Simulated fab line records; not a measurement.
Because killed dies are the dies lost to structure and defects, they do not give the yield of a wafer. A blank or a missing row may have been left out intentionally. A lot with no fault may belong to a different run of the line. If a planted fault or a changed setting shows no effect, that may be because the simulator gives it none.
A lot that was struck, set against a sound lot / flow rit cmos / 15 out of 202 route steps
Sound: wafers L366.1, L366.3, L366.6. Wafers L359.1, L359.2, L359.3 were the ones struck. Last of all comes the cause.
Each step with rows lists, per side, the tool, then ch with its chambers, then its first start. Under that, the readings that differ: sound wafers / struck wafers / difference of the means / sigmas: that difference in standard deviations of wafers without a fault.
alike: readings whose means differ by less than 2 such deviations, and words and numbers that are the same on both sides. not compared: withheld readings, readings that some wafer has no value for, bounds like >300 that may hide the same value, and numbers for which the record gives no deviation and whose values overlap.
A row with sigmas, a row that says differs or no value, or rows on one side alone: a step with any of these is where the two part. Numbers that have no deviation but don't overlap get no sigmas and don't part them. A reading missing from all wafers of one side parts the sides only when that side holds two or more wafers.

RIT_SDANNEAL_RTA_03: time 5 s.
  sound on rtp anneal-01 ch 0, day 6 20:12; struck on rtp anneal-02 ch 0, day 5 10:20
  alike: ramp down c per s, wafer_temp_C_max
RIT_SDANNEAL_RS_MEAS_04: uses a four-point probe to measure.
  sound on film metro-03, day 6 20:16; struck on film metro-04, day 5 10:23
  alike: PSD_RS
RIT_SDANNEAL_RS_MEAS_05: uses a four-point probe to measure.
  sound on film metro-03, day 6 20:23; struck on film metro-04, day 5 10:31
  alike: NSD_RS
RIT_SDANNEAL_RS_MEAS_06: uses a four-point probe to measure.
  sound on film metro-03, day 6 20:30; struck on film metro-04, day 5 10:38
  alike: PLDD_RS
RIT_SDANNEAL_RS_MEAS_07: uses a four-point probe to measure.
  sound on film metro-03, day 6 20:37; struck on film metro-04, day 5 10:45
reading=NLDD_RS (ohm/sq); sound=150.9 150.9 150.7; struck=152.0 151.9 152.0; difference=+1.1; sigmas=+2
then, 1 step without rows for these wafers: RIT_SILICIDE_WET_ETCH_00 (etches SiO2 in BOE, target depth 14 nm, time 15 s).
RIT_SILICIDE_SPUTTER_01: material Ti, target thk 30 nm, time 240 s.
  sound on pvd sputter-01, day 6 20:47; struck on pvd sputter-04, day 5 10:53
reading=substrate temp c (C); sound=25.28 25.17 25.29; struck=24.91 24.80 25.02; difference=-0.34; sigmas=-3
  alike: throttle valve pct
RIT_SILICIDE_RS_MEAS_02: uses a four-point probe to measure.
  sound on film metro-02, day 6 20:56; struck on film metro-02, day 5 11:02
  alike: SILICIDE_TI_RS
RIT_SILICIDE_THK_MEAS_03: measures by xrf.
  sound on film metro-02, day 6 21:03; struck on film metro-02, day 5 11:10
  alike: SILICIDE_TI_THK
RIT_SILICIDE_RTA_04: time 10 s, ramp up 5 s, ramp down 5 s.
  sound on rtp anneal-02 ch 0, day 6 21:07; struck on rtp anneal-01 ch 0, day 5 11:13
  alike: wafer_temp_C_max
then, 1 step without rows for these wafers: RIT_SILICIDE_WET_ETCH_05 (etches Ti in SPM, time 120 s).
RIT_SILICIDE_RTA_06: time 10 s, ramp up 5 s, ramp down 10 s.
  sound on rtp anneal-01 ch 0, day 6 21:13; struck on rtp anneal-02 ch 0, day 5 11:19
  alike: wafer_temp_C_max
RIT_CONTACT_CVD_00: deposits SiO2 from TEOS, target thk 400 nm, time 61 s.
  sound on pecvd-04 ch 1,2, day 6 21:17; struck on pecvd-02 ch 0,1,2, day 5 11:37
reading=heater power w (W); sound=345 413 440; struck=371 218 235; difference=-125; sigmas=-2
RIT_CONTACT_THK_MEAS_01:
  sound on film metro-01, day 6 21:20; struck on film metro-01, day 5 11:53
reading=CONTACT_TEOS_THK (nm); sound=392 388 397; struck=784 792 791; difference=+397; sigmas=+72
RIT_M1_PROBE_99:
  the record holds rows for the sound wafers here (prober-02, day 7 03:44) but none for the struck ones

## WHERE THEY PART
First at RIT_SDANNEAL_RS_MEAS_07; last, within this record, at RIT_M1_PROBE_99.

WHY: what the simulator had put in
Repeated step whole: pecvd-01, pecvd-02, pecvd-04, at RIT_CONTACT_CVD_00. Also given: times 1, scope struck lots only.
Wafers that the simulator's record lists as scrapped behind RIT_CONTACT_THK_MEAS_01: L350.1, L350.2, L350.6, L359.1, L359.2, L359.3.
